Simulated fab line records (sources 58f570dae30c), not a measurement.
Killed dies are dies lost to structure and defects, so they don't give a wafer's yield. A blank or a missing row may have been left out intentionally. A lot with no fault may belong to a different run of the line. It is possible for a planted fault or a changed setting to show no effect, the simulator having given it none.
Which tool was responsible? | flow berkeley_cmos170 | 14 lots, 42 wafers sampled, at 1 step of a route of 331

WHAT THE GAUGES READ, wafer by wafer
UCB170_SDANNEAL_RS_MEAS_04: measurement is done with a four-point probe. Usual: for PLDD_RS the level is 1031.9 ohm/sq and the standard deviation is 2.8.
lot  | measured     | on            | PLDD_RS (ohm/sq)     | flag
L341 | day 6 13:32  | film_metro-01 | 1029.5 1026.1 1026.2 |
L343 | day 7 06:37  | film_metro-01 | 1031.8 1034.5 1035.1 |
L344 | day 7 06:50  | film_metro-02 | 1030.5 1035.3 1034.6 |
L345 | day 7 12:51  | film_metro-03 | 1030.2 1032.0 1031.1 |
L347 | day 7 17:58  | film_metro-02 | 1031.1 1031.2 1027.8 |
L346 | day 7 18:06  | film_metro-03 | 1030.7 1029.2 1031.0 |
L348 | day 7 18:21  | film_metro-01 | 1031.7 1031.6 1033.5 |
L352 | day 8 19:30  | film_metro-01 | 1031.9 1033.3 1031.4 |
L351 | day 8 21:01  | film_metro-01 | 1033.1 1031.4 1032.4 |
L354 | day 9 10:22  | film_metro-02 | 1034.5 1040.2 1039.1 |
L360 | day 10 12:14 | film_metro-01 | 1030.9 1031.3 1029.2 |
L359 | day 10 12:26 | film_metro-03 | 1032.4 1032.3 1030.3 |
L361 | day 10 13:06 | film_metro-02 | 1037.3 1036.6 1037.2 |
L362 | day 10 20:46 | film_metro-01 | 1034.0 1034.8 1032.8 |

WHAT TOOL EACH LOT RAN ON (gives the tool, then ch and the chambers of the sampled wafers, and finally the start)
Before these readings, the record contains no process step.

AS READ BY THE TOOLS THEMSELVES (means over the sampled wafers that have a number; for cases with no such wafer, the mark the record gives instead)
The record holds no such reading with a usual standard deviation.

THE ANSWER, worked out from the rows above alone
Rule: lot off if the mean of its wafers having a number is beyond 3 standard deviations from the usual mean. Also off: a lot with no number at a reading for which 4 or more lots have one. All remaining lots with rows at the step are treated as sound. Order of review: gauges by route order, followed by the tools' own readings, for which a lot's mean as printed above is used. The first step at which some lot is off is used, and at that step the reading that is off furthest; a lot without a number counts as furthest.
Across all readings shown, no lot is off: no conclusion can be drawn from this.

WHAT WAS PUT IN BY THE SIMULATOR
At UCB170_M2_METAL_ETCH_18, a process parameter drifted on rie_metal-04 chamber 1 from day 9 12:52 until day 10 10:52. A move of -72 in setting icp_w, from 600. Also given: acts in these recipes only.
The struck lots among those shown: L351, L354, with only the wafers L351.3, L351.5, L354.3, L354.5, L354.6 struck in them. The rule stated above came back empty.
